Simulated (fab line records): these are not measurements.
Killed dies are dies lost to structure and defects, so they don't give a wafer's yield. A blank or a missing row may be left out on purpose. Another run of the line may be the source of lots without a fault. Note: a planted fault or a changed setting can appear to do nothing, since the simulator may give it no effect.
A struck lot beside a sound one / flow berkeley_cmos170 / 44 steps out of a route of 331
Sound: the wafers L941.1, L941.3, L941.5. The struck wafers were L934.1, L934.2, L934.3. Last of all comes the cause.
At each step with rows: each side's tool, then ch and its chambers, then its first start. Under that, the readings that differ: sound wafers / struck wafers / difference of the means / sigmas: that difference in standard deviations of wafers without a fault.
alike: same words and numbers on both sides, and readings whose means sit less than 2 such deviations apart. not compared: any withheld reading, any reading some wafer has no value for, any bound like >300 that may hide the same value, and any number with overlapping values for which the record gives no deviation.
A row with sigmas, a row that says differs or no value, or rows on one side alone: a step with any of these is where the two part. Numbers that have no deviation but don't overlap get no sigmas and don't part them. A reading missing from all wafers of one side parts the sides only when that side holds two or more wafers.

first, 1 step without rows for these wafers: UCB170_PLDD_STRIP_10 (strips in O2).
UCB170_PLDD_TW_MEAS_11:
  struck on film_metro-01, day 10 04:43; sound on film_metro-02, day 11 01:52
  alike: PLDD_TW
then, 7 steps without rows for these wafers: UCB170_PLDD_CLEAN_12 (cleans in SPM, time 600 s); UCB170_NLDD_HMDS_00 (prime time 60 s); UCB170_NLDD_COAT_01 (resist thk 900 nm); UCB170_NLDD_SOFTBAKE_02 (time 60 s); UCB170_NLDD_EXPOSE_03 (exposes mask NSELECT, target cd 1200 nm); UCB170_NLDD_PEB_04; UCB170_NLDD_DEVELOP_05 (develop time 45 s).
UCB170_NLDD_CD_MEAS_06: target cd 1200 nm.
  struck on cd_sem-01, day 10 07:13; sound on cd_sem-01, day 11 03:05
  alike: cd_nm
UCB170_NLDD_OVL_MEAS_07:
  struck on overlay-02, day 10 07:20; sound on overlay-02, day 11 03:12
  alike: NLDD_OVL
after that, 1 step had no rows for these wafers: UCB170_NLDD_IMPLANT_08.
UCB170_NLDD_IMPLANT_09:
  sound on implanter-04 ch 0, day 11 03:23; struck on implanter-02 ch 0, day 10 07:31
reading=dose_ions_cm2; sound=5.004e+13 5.002e+13 5.002e+13; struck=4.078e+13 4.084e+13 4.073e+13; difference=-9.243e+12; sigmas=-99 or more
reading=faraday_current_uA; sound=155 157 157; struck=127 125 132; difference=-28; sigmas=-9
UCB170_NLDD_STRIP_10: strips in O2.
  sound on plasma_asher-04 ch 0,1, day 11 03:32; struck on plasma_asher-02 ch 0,1, day 10 07:40
reading=strip_time_to_endpoint_s (s); sound=21.70 21.75 21.71; struck=21.56 21.55 21.63; difference=-0.14; sigmas=-2
  alike: drypump_motor_current_A, oes_product_au
  not compared: rf_hours_counter_h
UCB170_NLDD_TW_MEAS_11:
  struck on film_metro-02, day 10 07:46; sound on film_metro-02, day 11 03:38
reading=NLDD_TW; sound=2219 2198 2216; struck=2149 2137 2158; difference=-63; sigmas=-4
then, 1 step without rows for these wafers: UCB170_NLDD_CLEAN_12 (cleans in SPM, time 600 s).
UCB170_SPACER_CVD_00: deposits SiO2 from TEOS/O2, target thk 376 nm, time 47 s.
  sound on pecvd-04 ch 0,1, day 11 03:52; struck on pecvd-04 ch 0,1,2, day 10 08:01
  alike: heater_power_w
  not compared: since_wet_clean_h
UCB170_SPACER_THK_MEAS_01:
  struck on film_metro-02, day 10 08:03; sound on film_metro-04, day 11 03:56
  alike: SPACER_TEOS_THK
then, 1 step without rows for these wafers: UCB170_SPACER_ANNEAL_02 (time 1800 s).
UCB170_SPACER_ETCHBACK_03: etches SiO2 in CHF3/CF4/Ar, stops on Si, target depth 376 nm, time 100 s.
  sound on rie_diel-04 ch 2,3, day 11 09:25; struck on rie_diel-02 ch 1,2,3, day 10 11:25
  alike: drypump_motor_current_A, oes_product_au, throttle_valve_pct
  not compared: rf_hours_counter_h
then, 6 steps without rows for these wafers: UCB170_PSD_HMDS_00 (prime time 60 s); UCB170_PSD_COAT_01 (resist thk 900 nm); UCB170_PSD_SOFTBAKE_02 (time 60 s); UCB170_PSD_EXPOSE_03 (exposes mask PSELECT MOD, target cd 1200 nm); UCB170_PSD_PEB_04; UCB170_PSD_DEVELOP_05 (develop time 45 s).
UCB170_PSD_CD_MEAS_06: target cd 1200 nm.
  struck on cd_sem-01, day 10 14:16; sound on cd_sem-01, day 11 11:14
  alike: cd_nm
UCB170_PSD_OVL_MEAS_07:
  struck on overlay-02, day 10 14:23; sound on overlay-01, day 11 11:22
  alike: PSD_OVL
after that, 1 step had no rows for these wafers: UCB170_PSD_IMPLANT_08.
UCB170_PSD_STRIP_09: strips in O2.
  sound on plasma_asher-04 ch 0,1, day 11 11:32; struck on plasma_asher-03 ch 0,1, day 10 14:34
  alike: drypump_motor_current_A, oes_product_au, strip_time_to_endpoint_s
  not compared: rf_hours_counter_h
UCB170_PSD_TW_MEAS_10:
  struck on film_metro-02, day 10 14:40; sound on film_metro-03, day 11 11:38
  alike: PSD_TW
then, 7 steps without rows for these wafers: UCB170_PSD_CLEAN_11 (cleans in SPM, time 600 s); UCB170_NSD_HMDS_00 (prime time 60 s); UCB170_NSD_COAT_01 (resist thk 900 nm); UCB170_NSD_SOFTBAKE_02 (time 60 s); UCB170_NSD_EXPOSE_03 (exposes mask NSELECT MOD, target cd 1200 nm); UCB170_NSD_PEB_04; UCB170_NSD_DEVELOP_05 (develop time 45 s).
UCB170_NSD_CD_MEAS_06: target cd 1200 nm.
  struck on cd_sem-02, day 10 16:31; sound on cd_sem-02, day 11 15:09
  alike: cd_nm
UCB170_NSD_OVL_MEAS_07:
  struck on overlay-02, day 10 16:38; sound on overlay-02, day 11 15:16
  alike: NSD_OVL
after that, 1 step had no rows for these wafers: UCB170_NSD_IMPLANT_08.
UCB170_NSD_STRIP_09: strips in O2.
  sound on plasma_asher-03 ch 0,1, day 11 15:28; struck on plasma_asher-02 ch 0,1, day 10 16:50
  alike: drypump_motor_current_A, oes_product_au, strip_time_to_endpoint_s
  not compared: rf_hours_counter_h
UCB170_SDANNEAL_RS_MEAS_05: measurement is done with a four-point probe.
  struck on film_metro-03, day 10 19:00; sound on film_metro-02, day 11 17:23
reading=NLDD_RS (ohm/sq); sound=615.6 614.9 617.0; struck=657.3 657.6 656.4; difference=+41.3; sigmas=+29
UCB170_M3_PROBE_99:
  rows exist in the record for the sound wafers here (prober-01, day 12 14:37), none for the struck ones

## WHERE THEY PART
First at UCB170_NLDD_IMPLANT_09; last, within this record, at UCB170_M3_PROBE_99.

WHY: what the simulator had put in
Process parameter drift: implanter-02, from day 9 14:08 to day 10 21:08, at UCB170_NLDD_IMPLANT_09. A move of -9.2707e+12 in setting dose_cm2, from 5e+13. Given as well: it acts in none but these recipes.
